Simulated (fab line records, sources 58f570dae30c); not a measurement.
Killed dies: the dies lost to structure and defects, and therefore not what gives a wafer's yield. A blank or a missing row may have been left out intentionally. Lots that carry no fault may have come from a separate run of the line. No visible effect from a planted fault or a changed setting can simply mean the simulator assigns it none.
Which tool did it? + flow berkeley cmos170 + 14 lots, 42 wafers sampled, at 3 steps of a route of 331

== WHAT THE GAUGES READ, wafer by wafer ==
UCB170_START_THK_MEAS_03. Usual: for START_OXIDE_THK the level is 20.0 nm and the standard deviation is 0.33.
| lot  | measured    | on            | START_OXIDE_THK (nm) | flag |
|------|-------------|---------------|----------------------|------|
| L711 | day 1 19:49 | film metro-03 | 20.4 20.5 20.5       |      |
| L710 | day 1 19:50 | film metro-01 | 20.0 20.2 20.5       |      |
| L712 | day 2 01:56 | film metro-03 | 20.3 20.0 20.3       |      |
| L714 | day 2 08:04 | film metro-02 | 20.0 20.3 20.3       |      |
| L715 | day 2 14:43 | film metro-01 | 19.3 19.5 19.4       |      |
| L716 | day 2 21:55 | film metro-01 | 19.7 20.0 20.2       |      |
| L717 | day 3 02:07 | film metro-02 | 20.4 19.9 20.1       |      |
| L718 | day 3 08:14 | film metro-01 | 20.1 19.9 20.4       |      |
| L719 | day 3 12:58 | film metro-02 | 20.0 19.9 19.6       |      |
| L723 | day 4 08:59 | film metro-01 | 19.3 19.4 19.6       |      |
| L725 | day 4 18:25 | film metro-03 | 19.8 19.7 19.9       |      |
| L728 | day 5 05:41 | film metro-03 | 19.5 19.5 19.6       |      |
| L731 | day 6 00:52 | film metro-03 | 20.1 20.0 19.9       |      |
| L733 | day 6 10:15 | film metro-03 | 20.3 20.3 20.5       |      |

UCB170_NWELL_THK_MEAS_05. Usual: for NWELL_NITRIDE_THK the level is 224.2 nm and the standard deviation is 2.1.
| lot  | measured    | on            | NWELL_NITRIDE_THK (nm) | flag |
|------|-------------|---------------|------------------------|------|
| L711 | day 2 15:30 | film metro-01 | 224.4 223.8 223.7      |      |
| L710 | day 2 15:31 | film metro-02 | 225.6 224.2 224.7      |      |
| L712 | day 2 17:53 | film metro-01 | 221.0 221.8 221.7      |      |
| L714 | day 2 22:53 | film metro-01 | 225.1 225.3 225.0      |      |
| L715 | day 3 12:46 | film metro-01 | 223.1 223.5 223.4      |      |
| L716 | day 3 18:29 | film metro-02 | 227.7 225.8 225.4      |      |
| L717 | day 3 22:53 | film metro-01 | 223.5 225.3 224.3      |      |
| L718 | day 4 06:50 | film metro-04 | 225.1 223.7 223.6      |      |
| L719 | day 4 06:50 | film metro-01 | 223.1 223.6 223.1      |      |
| L723 | day 5 03:09 | film metro-01 | 223.0 221.2 224.2      |      |
| L725 | day 5 10:30 | film metro-04 | 223.7 221.1 221.0      |      |
| L728 | day 6 00:20 | film metro-04 | 225.4 224.9 224.3      |      |
| L731 | day 6 21:30 | film metro-02 | 228.8 228.2 227.4      |      |
| L733 | day 7 08:10 | film metro-01 | 223.8 223.9 224.6      |      |

== EACH LOT AND THE TOOL THAT RAN IT (in order: tool; ch and the chambers of the sampled wafers; start) ==
| lot  | UCB170_ZERO_HMDS_00              |
|------|----------------------------------|
| L711 | litho track-02 ch 0, day 2 01:17 |
| L710 | litho track-02 ch 0, day 2 00:53 |
| L712 | litho track-01 ch 0, day 2 08:03 |
| L714 | litho track-02 ch 0, day 2 11:50 |
| L715 | litho track-04 ch 0, day 2 21:33 |
| L716 | litho track-04 ch 0, day 3 02:38 |
| L717 | litho track-01 ch 0, day 3 08:02 |
| L718 | litho track-01 ch 0, day 3 13:47 |
| L719 | litho track-02 ch 0, day 3 19:09 |
| L723 | litho track-02 ch 0, day 4 14:40 |
| L725 | litho track-02 ch 0, day 4 21:31 |
| L728 | litho track-04 ch 0, day 5 10:11 |
| L731 | litho track-04 ch 0, day 6 05:16 |
| L733 | litho track-04 ch 0, day 6 15:46 |
- UCB170_ZERO_HMDS_00: prime time 60 s.

== WHAT THE TOOLS THEMSELVES READ (means of the sampled wafers that have a number; where no wafer has one, the mark that the record gives instead) ==
UCB170_ZERO_HMDS_00. Usual: prime temp c 100.04 C, standard deviation 0.15.
| lot  | tool           | prime temp c (C) | flag |
|------|----------------|------------------|------|
| L711 | litho track-02 | 100.29           |      |
| L710 | litho track-02 | 100.20           |      |
| L712 | litho track-01 | 100.05           |      |
| L714 | litho track-02 | 100.12           |      |
| L715 | litho track-04 | 100.14           |      |
| L716 | litho track-04 | 100.09           |      |
| L717 | litho track-01 | 99.90            |      |
| L718 | litho track-01 | 99.84            |      |
| L719 | litho track-02 | 99.97            |      |
| L723 | litho track-02 | 94.00            | OFF  |
| L725 | litho track-02 | 93.88            | OFF  |
| L728 | litho track-04 | 100.00           |      |
| L731 | litho track-04 | 100.14           |      |
| L733 | litho track-04 | 100.04           |      |

== THE ANSWER, worked out from the rows above alone ==
Rule: take the mean of a lot's wafers that have a number; if it is more than 3 standard deviations from the usual mean, the lot is off. A lot without any number at a reading at which 4 lots or more have one is off too. Any other lot the step has rows for is counted as sound. After the gauges, taken in route order, come the tools' own readings; for these a lot's mean is taken, as printed above. The first step at which some lot is off is used, and at that step the reading that is off furthest; a lot without a number counts as furthest.
Off, at UCB170_ZERO_HMDS_00 on prime temp c: L723, L725.
If a tool, at that step or one of the process steps before it, ran each lot that is off and ran no sound lot following the first of them, it fits. One candidate fits, namely litho track-02 at UCB170_ZERO_HMDS_00. A fault onset in the window from L719 (day 3 19:09, its last sound lot) to L723 (day 4 14:40, its first lot off) fits.
The tool's own readings at UCB170_ZERO_HMDS_00 bear it out: on the lots that are off they differ by more than 5 times the standard deviation of the sound lots' means. prime temp c reads 93.94 C there against 100.06 C on the sound lots.

== WHAT THE SIMULATOR HAD INSERTED ==
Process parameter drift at UCB170_ZERO_HMDS_00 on litho track-02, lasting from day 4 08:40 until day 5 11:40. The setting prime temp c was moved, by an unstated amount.
Shown lots that were struck: L723, L725. Same finding as the rule above.
